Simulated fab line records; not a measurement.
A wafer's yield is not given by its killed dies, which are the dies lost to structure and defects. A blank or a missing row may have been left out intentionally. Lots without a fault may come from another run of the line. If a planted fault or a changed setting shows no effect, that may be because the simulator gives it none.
Matching of chambers -- flow berkeleyCmos170 -- UCB170_V1_CVD_00 on pecvd-04: 3 sister chambers
The step deposits SiO2 from TEOS/O2, target thk 2000 nm, time 250 s. 14 wafers are shown with their chamber, then 7 later ones without.

== EACH WAFER AND ITS CHAMBER ==
wafer,chamber,heaterPowerW (W)
L124.1,0,318
L124.4,0,250
L124.5,2,156
L125.4,2,157
L125.5,1,236
L125.6,0,260
L128.3,0,334
L128.4,2,155
L128.6,0,251
L130.1,1,262
L130.2,0,280
L130.6,2,153
L135.4,2,231
L135.5,1,239

SIGNATURES (averages over the wafers above)
reading,chamber 0,chamber 1,chamber 2,scatter within a chamber
heaterPowerW,282.17,245.67,170.40,32.3
Rule: for each reading, subtract the chamber's mean from the wafer's reading, divide by that reading's scatter and square the result; add these up over the readings and take the root, which gives the wafer's distance from the chamber. If the next closest chamber is less than 2 further off than the closest, the wafer can't be placed; otherwise it belongs to the closest. The scatter is the square root of a quotient: the sum, over the shown wafers, of each reading's squared deviation from its chamber's mean, divided by wafers minus chambers.

== WAFERS WHOSE CHAMBER IS MISSING ==
wafer,heaterPowerW (W)
L135.6,338
L144.1,355
L144.2,335
L144.3,184
L147.1,326
L147.3,202
L147.4,234

== CHAMBER TAKEN BY EACH ==
wafer,from the rows above,in truth
L135.6,can't be placed: 0 or 1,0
L144.1,can't be placed: 0 or 1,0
L144.2,can't be placed: 0 or 1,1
L144.3,can't be placed: 2 or 1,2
L147.1,can't be placed: 0 or 1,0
L147.3,can't be placed: 2 or 1 or 0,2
L147.4,can't be placed: 1 or 0 or 2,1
Placed correctly: 0 of 7. From these rows, 7 cannot be placed; in 7 the true chamber is one of the candidates. Wrongly placed: 0.
